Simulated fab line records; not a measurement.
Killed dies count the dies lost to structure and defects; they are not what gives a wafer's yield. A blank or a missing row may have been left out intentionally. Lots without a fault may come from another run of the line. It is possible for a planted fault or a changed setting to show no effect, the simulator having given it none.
Problem report, 8D (eight disciplines) form, completed by code -- flow berkeleyCmos170 -- the parts of the form that need people (team, actions taken, sign-off) are left out

== 1. WHAT WENT WRONG ==
At UCB170_NWELL_DEVELOP_11, developerTempC averages 23.05 C over 6 wafers from 2 lots, while fault-free wafers read 21.00 C, standard deviation 0.11. Measured from the usual mean, that is +19 standard deviations.
The step: develop time 45 s.
Earliest sighting: wafer L701.4 on lithoTrack-01 at day 5 00:00. Wafers with a number at this step in the record: 42, from 14 lots. The rule behind "out" and "out of limits": a value lying over 4 standard deviations away from the usual mean. The other wafers with a number count as sound.

== 2. WHAT IT IS, WHAT IT ISN'T ==
question,is,is not
which readings at this step,developerTempC,-
which lots,"L700, L701","L689, L690, L691, L692, L693, L695, L697, L705, L706, L708, L710, L711"
which wafers of those lots,all that have a number,-
read on which tools,lithoTrack-01,"lithoTrack-03, lithoTrack-04"
when,from day 5 00:00,"up to then (21 sound wafers); but 15 sound wafers of L705, L706, L708, L710, L711 came after"

== 3. THE SUSPECTS, EACH WITH WHAT RULES IT OUT ==
Counting: a tool at a process step up to the reading stays a suspect if it ran every lot that is out and no sound lot after the first of them.
- lithoTrack-01 at UCB170_NWELL_DEVELOP_11 (develop time 45 s): kept. It ran every lot that is out, first L701 (day 5 00:00), and no sound lot after that; its last sound lot up to then is L689 (day 2 16:00). On those wafers its own readings are out: developerTempC.
The count leaves lithoTrack-01 at UCB170_NWELL_DEVELOP_11.

== 4. THE CAUSE (what the simulator had put in) ==
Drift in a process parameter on lithoTrack-01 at UCB170_NWELL_DEVELOP_11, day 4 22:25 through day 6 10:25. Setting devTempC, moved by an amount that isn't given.
Only this tool survived the counting.

== 5. THE EFFECT CHAIN, in route order ==
Rows list readings where the struck wafers' mean (over those with a number) sits beyond 3 standard deviations from the usual. Only readings for which the record gives a usual standard deviation are gone through. hours: the time from each lot's start at the first step in this table that gives one to its start at this step, as a median over the lots. sigmas: the change in usual standard deviations.
hours,step,reading,usual,on struck wafers,change,sigmas
0,UCB170_NWELL_DEVELOP_11,developerTempC,21.00 C,23.05,+2.05,+19
Its process steps:
- UCB170_NWELL_DEVELOP_11: develop time 45 s.
Later steps that measure or inspect, where all struck wafers having a row at the step show a number for every such reading and not one has moved that far: UCB170_NWELL_OVL_MEAS_12, UCB170_NWELL_TW_MEAS_16, UCB170_SACOX_THK_MEAS_02.

== 6. HOW IT WOULD HAVE BEEN CAUGHT EARLIER ==
First out-of-limits reading in this record: day 5 00:00, which is 2 hours after fault onset at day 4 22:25.
